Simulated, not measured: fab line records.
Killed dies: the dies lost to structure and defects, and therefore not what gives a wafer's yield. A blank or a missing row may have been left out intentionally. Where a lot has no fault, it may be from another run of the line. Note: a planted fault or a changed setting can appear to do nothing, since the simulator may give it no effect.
Comparing a struck lot with a sound one -- flow rit_cmos -- 27 steps out of a route of 202
Sound: the wafers L897.1, L897.4, L897.5. The struck wafers were L888.2, L888.5, L888.6. At the end, the cause is stated.
Per side, at each step with rows, come the tool, then ch with its chambers, and then its first start. Under that, the readings that differ: sound wafers -- struck wafers -- difference of the means -- sigmas: that difference in standard deviations of wafers without a fault.
alike: same words and numbers on both sides, and readings whose means sit less than 2 such deviations apart. not compared: any withheld reading, any reading some wafer has no value for, any bound like >300 that may hide the same value, and any number with overlapping values for which the record gives no deviation.
The two part at a step that has a row with sigmas, a row that says differs or no value, or rows on one side only. When numbers do not overlap yet have no deviation, they are printed without sigmas and do not part them. A reading that every wafer of one side lacks parts them only if that side has two wafers or more.

first, 4 steps without rows for these wafers: RIT_CONTACT_SOFTBAKE_04 (time 60 s); RIT_CONTACT_EXPOSE_05 (exposes mask M11, target cd 1000 nm); RIT_CONTACT_PEB_06; RIT_CONTACT_DEVELOP_07 (develop time 120 s).
RIT_CONTACT_CD_MEAS_08: target cd 1000 nm.
  struck on cd_sem-01, day 5 08:02; sound on cd_sem-02, day 7 17:11
  alike: cd_nm
RIT_CONTACT_OVL_MEAS_09:
  struck on overlay-02, day 5 08:08; sound on overlay-01, day 7 17:18
  alike: CONTACT_OVL
then, 1 step without rows for these wafers: RIT_CONTACT_HARDBAKE_10 (time 60 s).
RIT_CONTACT_ETCH_11: etches SiO2 in CHF3/CF4/Ar, stops on TiSi2, target depth 480 nm, time 320 s.
  sound on rie_diel-03 ch 0,2,3, day 7 17:29; struck on rie_diel-01 ch 0,3, day 5 08:19
  alike: cf4_flow_sccm, chamber_pressure_mTorr, drypump_motor_current_A, oes_product_au, throttle_valve_pct
  not compared: rf_hours_counter_h
RIT_CONTACT_STRIP_12: strips in O2, time 180 s.
  sound on plasma_asher-02 ch 0,1, day 7 17:41; struck on plasma_asher-03 ch 0,1, day 5 08:31
  alike: chamber_pressure_mTorr, drypump_motor_current_A
  not compared: rf_hours_counter_h
RIT_CONTACT_CD_MEAS_90: target cd 1000 nm.
  struck on cd_sem-01, day 5 08:43; sound on cd_sem-02, day 7 17:51
  alike: cd_nm
then, 2 steps without rows for these wafers: RIT_CONTACT_CLEAN_13 (cleans in SC1, time 600 s); RIT_CONTACT_CLEAN_14 (cleans in SC2, time 600 s).
RIT_M1_SPUTTER_00: material Al, target thk 400 nm, time 500 s.
  struck on pvd_sputter-04, day 5 09:10; sound on pvd_sputter-03, day 7 18:21
  no value came back on the struck wafers for cathode_dc_power_W (W), chamber_pressure_pa (Pa), throttle_valve_pct (%), time_s (s); on the sound wafers cathode_dc_power_W (W) reads 1999.6 2000.1 2000.3
RIT_M1_RS_MEAS_01: the measuring method here is four-point-probe.
  struck on film_metro-04, day 5 09:29; sound on film_metro-04, day 7 18:39
reading,sound,struck,difference,sigmas
M1_AL_RS (ohm/sq),0.0742 0.0741 0.0730,- - -,no value on the struck wafers,
RIT_M1_THK_MEAS_02: measures by xrf.
  struck on film_metro-04, day 5 09:35; sound on film_metro-04, day 7 18:46
reading,sound,struck,difference,sigmas
M1_AL_THK (nm),399 399 406,<0 <0 <0,differs,
then, 6 steps without rows for these wafers: RIT_M1_HMDS_03 (prime time 60 s); RIT_M1_COAT_04 (resist thk 1300 nm); RIT_M1_SOFTBAKE_05 (time 60 s); RIT_M1_EXPOSE_06 (exposes mask M12, target cd 2600 nm); RIT_M1_PEB_07; RIT_M1_DEVELOP_08 (develop time 68 s).
RIT_M1_CD_MEAS_09: target cd 2600 nm.
  struck on cd_sem-01, day 5 10:32; sound on cd_sem-01, day 7 19:43
  alike: cd_nm
RIT_M1_OVL_MEAS_10:
  struck on overlay-01, day 5 10:38; sound on overlay-02, day 7 19:50
  alike: M1_OVL
then, 1 step without rows for these wafers: RIT_M1_HARDBAKE_11 (time 120 s).
RIT_M1_METAL_ETCH_12: etches Al in Cl2/BCl3, stops on SiO2, time 165 s, target depth 600 nm.
  sound on rie_metal-02 ch 1, day 7 20:07; struck on rie_metal-02 ch 0,1, day 5 10:55
reading,sound,struck,difference,sigmas
oes_product_au (a.u.),0.774 0.776 0.782,0.323 0.328 0.342,-0.446,-41
throttle_valve_pct (%),8.08 8.08 8.07,8.47 8.46 8.13,+0.28,+2
  alike: chamber_pressure_mTorr, drypump_motor_current_A
  not compared: rf_hours_counter_h
then, 1 step without rows for these wafers: RIT_M1_STRIP_13 (strips in nmp, time 600 s).
RIT_M1_PROBE_99:
  struck on prober-01, day 5 13:19; sound on prober-02, day 7 22:23
reading,sound,struck,difference,sigmas
defect_limited_yield (%),97.0 96.6 95.8,0 0 0,-96,-96
killed_at_M0_to_M3,0 0 0,263 263 262,+263,+99 or more
killed_at_front_end,8 9 11,1 1 2,-8,-3
killed_dies,8 9 11,264 264 264,+255,+94
killed_on_rim,2 1 3,70 70 70,+68,+49
killed_open,4 5 6,0 0 2,-4,-2
killed_short,4 4 5,1 1 0,-4,-2
sort_bin_3_pad_short (%),0 0 0.4,24.2 25.0 28.0,+25.6,+99 or more
sort_bin_5_function (%),1.9 1.5 2.7,72.7 70.8 68.6,+68.7,+99 or more
sort_bin_6_memory (%),1.1 1.9 1.1,3.0 4.2 3.4,+2.2,+3
sort_n_pass,256.0 255.0 253.0,0 0 0,-255,-94
sort_yield_pct (%),97.0 96.6 95.8,0 0 0,-96,-96

== WHERE THEY PART ==
First at RIT_M1_SPUTTER_00; last, within this record, at RIT_M1_PROBE_99.

WHY: what had been put in by the simulator
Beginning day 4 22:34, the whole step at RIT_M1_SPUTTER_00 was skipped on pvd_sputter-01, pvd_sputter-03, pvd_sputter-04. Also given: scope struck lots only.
